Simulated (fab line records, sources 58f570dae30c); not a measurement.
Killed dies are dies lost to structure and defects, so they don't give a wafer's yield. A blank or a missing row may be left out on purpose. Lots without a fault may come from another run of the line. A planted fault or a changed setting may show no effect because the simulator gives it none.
One fault seen from 2 desks | flow berkeley_cmos170 | each desk has only its own numbers; what lay behind them comes last

THE METROLOGY DESK
What the gauges read, lot by lot, whatever tool the lot ran on: means of the sampled wafers that have a number. A lot is out of limits, marked OUT, if its mean lies more than 4 standard deviations from the usual mean; the brackets give that distance.
Columns: A = cd_nm at UCB170_PLDD_CD_MEAS_06, usual 1200.4 nm; B = PLDD_TW at UCB170_PLDD_TW_MEAS_11, usual 1024; C = PLDD_RS at UCB170_SDANNEAL_RS_MEAS_04, usual 1031.9 ohm/sq
lot  | first seen here | A      | B              | C
L110 | day 7 14:29     | 1198.6 | 1007           | 1031.0
L111 | day 8 05:17     | 1201.3 | 1014           | 1030.4
L112 | day 8 05:33     | 1199.9 | 1029           | 1033.6
L113 | day 8 05:52     | 1201.6 | 1031           | 1033.6
L118 | day 9 06:28     | 1202.1 | 1034           | 1032.3
L116 | day 9 07:39     | 1199.2 | 1004           | 1033.1
L119 | day 9 13:28     | 1200.8 | 1035           | 1032.1
L120 | day 9 13:41     | 1199.3 | 933 (-6.1) OUT | 1245.3 (+89) OUT
L124 | day 10 11:08    | 1200.0 | 1041           | 1029.5
L123 | day 10 11:20    | 1198.4 | 932 (-6.1) OUT | 1244.2 (+88) OUT
L125 | day 10 12:03    | 1199.1 | 1036           | 1030.4
L127 | day 10 18:55    | 1200.6 | 1035           | 1033.4
L131 | day 11 16:50    | 1201.9 | 1035           | 1035.2
L133 | day 12 03:13    | 1200.3 | 1009           | 1028.5
This desk's finding: out of limits on L120, L123; first on L120, day 9 14:14 (PLDD_TW at UCB170_PLDD_TW_MEAS_11). In limits: L110, L111, L112, L113, L118, L116, L119, L124, L125, L127, L131, L133.

THE TOOL OWNER'S DESK: implanter-04
The tool's own readings at UCB170_PLDD_IMPLANT_08: means of the sampled wafers that have a number, for each lot that ran on this tool. A lot is out of limits, marked OUT, if its mean lies more than 4 standard deviations from the usual mean; the brackets give that distance.
Columns: A = beam_on_s at UCB170_PLDD_IMPLANT_08, usual 10.00 s; B = dose_ions_cm2 at UCB170_PLDD_IMPLANT_08, usual 5e+13; C = faraday_current_uA at UCB170_PLDD_IMPLANT_08, usual 159; D = tilt_deg at UCB170_PLDD_IMPLANT_08, usual 7.001 degrees
lot  | first seen here | A    | B                       | C            | D
L120 | day 9 13:51     | 9.91 | 3e+13 (-99 or more) OUT | 93 (-21) OUT | 6.987
L123 | day 10 11:30    | 9.96 | 3e+13 (-99 or more) OUT | 92 (-22) OUT | 6.979
This desk's finding: out of limits on L120, L123; first on L120, day 9 13:51 (dose_ions_cm2 at UCB170_PLDD_IMPLANT_08). In limits: none.

PUT TOGETHER
The tool owner's desk could have raised an alarm at day 9 13:51, on L120, L123.
The metrology desk could have raised an alarm at day 9 14:14, on L120, L123.
Of the lots named, all ran UCB170_PLDD_IMPLANT_08 on implanter-04.

WHAT THE SIMULATOR HAD PUT IN
Process parameter drift: implanter-04, from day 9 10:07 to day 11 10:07, at UCB170_PLDD_IMPLANT_08. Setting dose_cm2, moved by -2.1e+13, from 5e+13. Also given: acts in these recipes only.
Lots struck among those shown: L120, L123.
Hours from the fault's start to each desk's first reading out of limits: the tool owner's desk, 4; the metrology desk, 4.
